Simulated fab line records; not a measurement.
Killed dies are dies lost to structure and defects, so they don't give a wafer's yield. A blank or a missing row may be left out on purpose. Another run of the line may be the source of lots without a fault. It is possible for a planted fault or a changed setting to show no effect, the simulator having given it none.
fab line records | flow ritCmos
record: lots: 13 wafers: 39 lastDay: 7
route steps=202 shown ACTIVE@1 NWELL@37 GATE@75 PLDD@159
lots untouched by any fault: they come from a run of this same line in which no faults occurred
startH: hours from the record's opening day to when the first of the lot's shown wafers began | waitH: how many hours have passed since the lot's step before this one | " identical to the entry in the row above | L1.1+2: one row covering several wafers at once | - value missing, or start not given | * or withheld: withheld | < > ~ a bound
route shown NAME@n: NAME is a module with steps in the file, n the number in the route of the first one | usual: mean/standard deviation of fault-free wafers | same: alike in all rows | chamber/n: place in a boat | sites: each site's reading | _std_site: standard deviation across them | _edge_site: mean of outer sites minus mean of inner sites | radiusMm: for every site, how far away it sits from the centre of the wafer | mask NAME#n: copy n | behind: the most recent tool/chamber to have shaped the wafer | hold: the reason the lot was held/the length of the hold in hours/how it ended | device: names the non-switching transistor (n, p or np) | end of line: tests run on the same wafers once the route is complete | step lacking rows: just its recipe | killed: count of dies lost to structure and defects at first sort (not the wafer's yield) | map: dies across one wafer; x = killed, . = not, _ = none there
set.NAME: the run value of the setting; set.NAME@STEP: its run value at that earlier step | model.NAME: the simulator's own value behind a step, which no gauge read
steps of the route over a sample of lots; a table a step, a row a wafer
services: a tool's chamber out of use, with start hour (startH, from the record's first day; less than 0 if before it), hours out, and reason
== steps ==
step: RIT_ACTIVE_BOW_MEAS_00
recipe: mode: bow
usual: INCOMING_BOW: 0/6.7
columns lot.wafer tool chamber startH waitH INCOMING_BOW[um]
L518.2 filmMetro-01 - 10.02 - -3
L518.4 " - " " 3
L518.5 " - " " -3
L520.1 filmMetro-02 - 20.00 - -3
L520.4 " - " " 6
L520.5 " - " " 3
L521.1 filmMetro-02 - 25.00 - 4
L521.3 " - " " 0
L521.6 " - " " -10
L525.3 filmMetro-01 - 45.04 - -2
L525.4 " - " " 10
L525.5 " - " " 0
L526.2 filmMetro-01 - 50.02 - 3
L526.3 " - " " -1
L526.4 " - " " -8
L527.1 filmMetro-01 - 55.00 - 7
L527.2 " - " " 9
L527.5 " - " " -4
L528.3 filmMetro-01 - 60.04 - 1
L528.4 " - " " 3
L528.6 " - " " 1
L530.2 filmMetro-01 - 70.02 - -8
L530.3 " - " " 0
L530.6 " - " " -6
L531.2 filmMetro-02 - 75.02 - -3
L531.4 " - " " -7
L531.6 " - " " -3
L532.1 filmMetro-02 - 80.00 - -9
L532.2 " - " " 7
L532.5 " - " " -2
L534.2 filmMetro-02 - 90.02 - 2
L534.4 " - " " -1
L534.6 " - " " 3
L535.1 filmMetro-02 - 95.00 - -1
L535.2 " - " " -5
L535.6 " - " " -4
L537.1 filmMetro-02 - 105.00 - -12
L537.2 " - " " -1
L537.6 " - " " -8
step: RIT_NWELL_STRIP_09
recipe: chemistry: O2 timeS: 180 resist: NOVOLAK platenTempC: withheld powerW: 500 pressureMtorr: 4000 o2FlowSccm: 4000
usual: drypumpMotorCurrentA: 5.45/0.29 o2FlowSccm: 4001/12
columns lot.wafer tool chamber startH waitH drypumpMotorCurrentA o2FlowSccm rfHoursCounterH
L518.2 plasmaAsher-01 1 20.68 0.1 5.27 3997 38
L518.4 " 1 " " 5.27 4013 -
L518.5 " 0 " " 5.36 4017 -
L520.1 plasmaAsher-02 1 31.43 0.1 5.63 3993 41
L520.4 " 0 " " 4.97 3998 -
L520.5 " 1 " " 5.63 4008 -
L521.1 plasmaAsher-01 0 36.52 0.1 5.35 3995 40
L521.3 " 1 " " 5.26 4016 -
L521.6 " 0 " " 5.35 3987 -
L525.3 plasmaAsher-03 1 56.32 0.1 5.41 4034 -
L525.4 " 0 " " 5.96 4001 -
L525.5 " 0 " " 5.97 3994 -
L526.2 plasmaAsher-03 0 61.23 0.1 5.98 4001 41
L526.3 " 0 " " 5.95 4002 -
L526.4 " 1 " " 5.35 4003 -
L527.1 plasmaAsher-01 1 67.08 0.1 5.26 4012 44
L527.2 " 0 " " 5.36 3999 44
L527.5 " 1 " " 5.26 3988 -
L528.3 plasmaAsher-02 0 71.57 0.1 5.00 4006 -
L528.4 " 1 " " 5.64 3997 -
L528.6 " 1 " " 5.59 3995 -
L530.2 plasmaAsher-03 0 81.41 0.1 6.00 3994 43
L530.3 " 0 " " 6.02 3993 -
L530.6 " 1 " " 5.40 4009 -
L531.2 plasmaAsher-03 0 85.69 0.1 5.98 3984 44
L531.4 " 1 " " 5.38 4026 -
L531.6 " 0 " " 5.97 3989 -
L532.1 plasmaAsher-01 1 90.94 0.1 5.25 3997 46
L532.2 " 0 " " 5.35 4013 46
L532.5 " 1 " " 5.25 4006 -
L534.2 plasmaAsher-01 0 100.72 0.1 5.35 3997 47
L534.4 " 0 " " 5.37 3998 -
L534.6 " 0 " " 5.36 3996 -
L535.1 plasmaAsher-01 1 106.11 0.1 5.27 3995 47
L535.2 " 0 " " 5.37 4012 47
L535.6 " 0 " " 5.36 4016 -
L537.1 plasmaAsher-01 0 118.26 0.1 5.36 4000 0
L537.2 " 1 " " 5.27 4010 0
L537.6 " 0 " " 5.35 3999 -
step: RIT_GATE_WET_ETCH_00
recipe: chemistry: BOE target: SiO2 targetDepthNm: 56 timeS: 60 dry: n2Spin dilution: 10:1 tempC: 21.5
usual: runLengthS: 88/3.2
columns lot.wafer tool chamber startH waitH runLengthS
L518.2 wetBench-01 1 31.60 0.0 93
L518.4 " 1 " " 93
L518.5 " 1 " " 93
L520.1 wetBench-04 2 42.08 0.1 86
L520.4 " 2 " " 86
L520.5 " 2 " " 86
L521.1 wetBench-04 1 47.01 0.1 85
L521.3 " 1 " " 85
L521.6 " 1 " " 85
L525.3 wetBench-01 3 66.85 0.0 88
L525.4 " 3 " " 88
L525.5 " 3 " " 88
L526.2 wetBench-03 1 71.81 0.0 87
L526.3 " 1 " " 87
L526.4 " 1 " " 87
L527.1 wetBench-01 1 77.54 0.1 86
L527.2 " 1 " " 86
L527.5 " 1 " " 86
L528.3 wetBench-03 2 81.92 0.0 85
L528.4 " 2 " " 85
L528.6 " 2 " " 85
L530.2 wetBench-01 3 92.04 0.0 94
L530.3 " 3 " " 94
L530.6 " 3 " " 94
L531.2 wetBench-04 1 97.13 0.0 92
L531.4 " 1 " " 92
L531.6 " 1 " " 92
L532.1 wetBench-03 0 101.28 0.1 85
L532.2 " 0 " " 85
L532.5 " 0 " " 85
L534.2 wetBench-03 1 111.30 0.0 78
L534.4 " 1 " " 78
L534.6 " 1 " " 78
L535.1 wetBench-04 3 116.57 0.1 85
L535.2 " 3 " " 85
L535.6 " 3 " " 85
L537.1 wetBench-01 3 129.03 0.1 87
L537.2 " 3 " " 87
L537.6 " 3 " " 87
step: RIT_SDANNEAL_RS_MEAS_06
recipe: thkMeasGauge: four-point-probe
usual: PLDD_RS: 178.7/0.5
columns lot.wafer tool chamber startH waitH PLDD_RS[ohm/sq]
L518.2 filmMetro-01 - 49.05 0.1 179.5
L518.4 " - " " 179.6
L518.5 " - " " 179.3
L520.1 filmMetro-02 - 60.55 0.1 178.3
L520.4 " - " " 178.0
L520.5 " - " " 177.8
L521.1 filmMetro-02 - 65.45 0.1 178.4
L521.3 " - " " 178.7
L521.6 " - " " 179.7
L525.3 filmMetro-03 - 85.46 0.1 178.4
L525.4 " - " " 179.1
L525.5 " - " " 178.6
L526.2 filmMetro-01 - 90.58 0.1 179.1
L526.3 " - " " 179.2
L526.4 " - " " 178.9
L527.1 filmMetro-03 - 95.17 0.1 178.6
L527.2 " - " " 178.8
L527.5 " - " " 178.4
L528.3 filmMetro-03 - 99.74 0.1 178.8
L528.4 " - " " 178.7
L528.6 " - " " 179.1
L530.2 filmMetro-03 - 110.42 0.1 178.8
L530.3 " - " " 179.3
L530.6 " - " " 178.3
L531.2 filmMetro-03 - 115.90 0.1 178.5
L531.4 " - " " 177.8
L531.6 " - " " 178.1
L532.1 filmMetro-02 - 120.96 0.1 179.0
L532.2 " - " " 179.0
L532.5 " - " " 178.6
L534.2 filmMetro-03 - 129.92 0.1 179.3
L534.4 " - " " 178.4
L534.6 " - " " 178.5
L535.1 filmMetro-02 - 135.16 0.1 177.9
L535.2 " - " " 178.5
L535.6 " - " " 178.9
L537.1 filmMetro-03 - 150.56 0.1 177.9
L537.2 " - " " 177.2
L537.6 " - " " 177.5
== services ==
columns tool chamber startH hours kind
plasmaAsher-02 - 4.08 1.6 repair
wetBench-03 - 52.86 0.9 repair
plasmaAsher-01 - 77.77 2.8 pm
plasmaAsher-02 - 105.46 2.7 repair
plasmaAsher-01 - 108.75 9.0 pm
plasmaAsher-01 0 108.75 9.0 ventCycle
plasmaAsher-01 1 108.75 9.0 ventCycle
plasmaAsher-01 0 117.75 - clean
plasmaAsher-01 1 117.75 - clean
== key ==
firstSign: step: RIT_GATE_WET_ETCH_00 reading: runLengthS direction: down sigmas: 2.9 usual: * struck: *
effect none on later readings
metAt RIT_GATE_WET_ETCH_00
struckLots L534
sortLeftOut L534.2,L534.4,L534.6
testerLeftOut L534
notActingAt RIT_ACTIVE_BOW_MEAS_00,RIT_NWELL_STRIP_09,RIT_SDANNEAL_RS_MEAS_06
onsetBetween 101.28 111.30
fault: kind: processParameterDrift tool: wetBench-03 chamber: - onsetH: 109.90 steps: RIT_GATE_WET_ETCH_00 channel: timeS offset: * shape: step endH: 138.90 actsIn: * stated: *
testerLeftOut: of these lots the tester's yield and bins aren't shown, on N5 and GAA mostly nor the transistor test; their killed dies are dies lost to structure and defects alone, not to doping, threshold or leakage, so they don't give the yield
sortLeftOut: the simulated sort isn't trusted on such a fault, so these wafers' sort isn't shown, and their yield isn't known
